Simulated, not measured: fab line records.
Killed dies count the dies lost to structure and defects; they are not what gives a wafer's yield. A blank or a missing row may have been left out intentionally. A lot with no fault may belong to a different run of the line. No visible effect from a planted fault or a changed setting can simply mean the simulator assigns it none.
Which tool was responsible?    flow rit cmos    14 lots, 42 wafers sampled, at 2 steps of a route of 202

## WHAT THE GAUGES SHOWED, per wafer
RIT_SDANNEAL_RS_MEAS_04: measurement is done with a four-point probe.
lot   measured     on             PSD_RS (ohm/sq)
L251  day 3 07:02  film metro-03  115.61 115.66 115.62
L253  day 3 12:26  film metro-04  115.83 116.10 115.72
L254  day 3 18:41  film metro-03  116.06 116.05 115.78
L255  day 3 22:19  film metro-04  116.06 116.34 115.78
L257  day 4 07:52  film metro-01  116.02 116.13 115.92
L258  day 4 12:13  film metro-01  116.51 116.43 116.58
L259  day 4 17:59  film metro-03  115.50 116.07 115.92
L260  day 5 00:34  film metro-04  115.35 115.96 115.61
L262  day 5 08:18  film metro-03  116.39 116.22 116.26
L264  day 5 18:56  film metro-04  110.13 110.15 109.93
L265  day 6 01:34  film metro-01  115.87 115.92 116.23
L268  day 6 16:50  film metro-03  110.38 110.52 110.17
L270  day 7 02:02  film metro-01  115.91 115.74 115.93
L272  day 7 09:55  film metro-01  115.78 116.13 116.17

## EACH LOT AND THE TOOL THAT RAN IT (in order: tool; ch and the chambers of the sampled wafers; start)
lot   RIT_PSD_IMPLANT_08
L251  implanter-04 ch 0, day 3 06:12
L253  implanter-04 ch 0, day 3 11:29
L254  implanter-01 ch 0, day 3 17:53
L255  implanter-04 ch 0, day 3 21:31
L257  implanter-04 ch 0, day 4 07:02
L258  implanter-04 ch 0, day 4 11:25
L259  implanter-02 ch 0, day 4 17:11
L260  implanter-01 ch 0, day 4 23:45
L262  implanter-02 ch 0, day 5 07:28
L264  implanter-02 ch 0, day 5 18:06
L265  implanter-01 ch 0, day 6 00:44
L268  implanter-02 ch 0, day 6 15:57
L270  implanter-01 ch 0, day 7 01:02
L272  implanter-01 ch 0, day 7 09:07
- RIT_PSD_IMPLANT_08

## AS READ BY THE TOOLS THEMSELVES (means over the sampled wafers that have a number; for cases with no such wafer, the mark the record gives instead)
RIT_PSD_IMPLANT_08.
lot   tool          beam on s (s)  dose ions cm2
L251  implanter-04  12.60          5e+15
L253  implanter-04  12.36          5e+15
L254  implanter-01  12.49          5e+15
L255  implanter-04  12.66          5e+15
L257  implanter-04  12.37          5e+15
L258  implanter-04  12.61          5e+15
L259  implanter-02  13.06          5e+15
L260  implanter-01  12.75          5e+15
L262  implanter-02  12.74          5e+15
L264  implanter-02  20.46          8e+15
L265  implanter-01  12.51          5e+15
L268  implanter-02  20.40          8e+15
L270  implanter-01  12.53          5e+15
L272  implanter-01  12.65          5e+15

## THE ANSWER, worked out from the rows above alone
Rule: usual is defined by the lots themselves. Put in order of their means at a reading, lots are off if they are a third of the lots or fewer, leave a main group of 4 or more, and stand apart from it by a gap of 3 or more times the standard deviation of the main group's means; of several such gaps the widest counts. A main group is skipped when, at the precision printed for the reading in the tables above, its means are all equal. A lot without any number at a reading at which 4 lots or more have one is off too. Where the step has rows for the other lots, those lots are counted as sound. After the gauges, taken in route order, come the tools' own readings; for these a lot's mean is taken, as printed above. At the first step where some lot is off, the reading lying furthest off is the one used; lots without a number count as furthest.
Off: L264, L268, at RIT_SDANNEAL_RS_MEAS_04 (PSD_RS). The main group: mean 115.98 ohm/sq, standard deviation 0.24.
If a tool, at a process step before that reading, ran all the lots that are off and no sound lot after the first of them, it fits. Not tried: the gauges at RIT_SDANNEAL_RS_MEAS_04; whatever is off there is also off at RIT_PSD_IMPLANT_08, on other tools, and gauge error can't account for it. One fits: RIT_PSD_IMPLANT_08 on implanter-02. A fault onset in the window from L262 (day 5 07:28, its last sound lot) to L264 (day 5 18:06, its first lot off) fits.
The tool's own readings at RIT_PSD_IMPLANT_08 bear it out: on the lots that are off they differ by more than 5 times the standard deviation of the sound lots' means. beam on s reads 20.43 s there against 12.61 s on the sound lots; dose ions cm2 reads 8e+15 there against 5e+15 on the sound lots.

## WHAT THE SIMULATOR HAD INSERTED
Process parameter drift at RIT_PSD_IMPLANT_08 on implanter-02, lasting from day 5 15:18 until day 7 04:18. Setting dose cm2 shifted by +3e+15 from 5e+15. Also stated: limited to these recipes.
Struck lots among those shown: L264, L268. The same result came from the rule above.
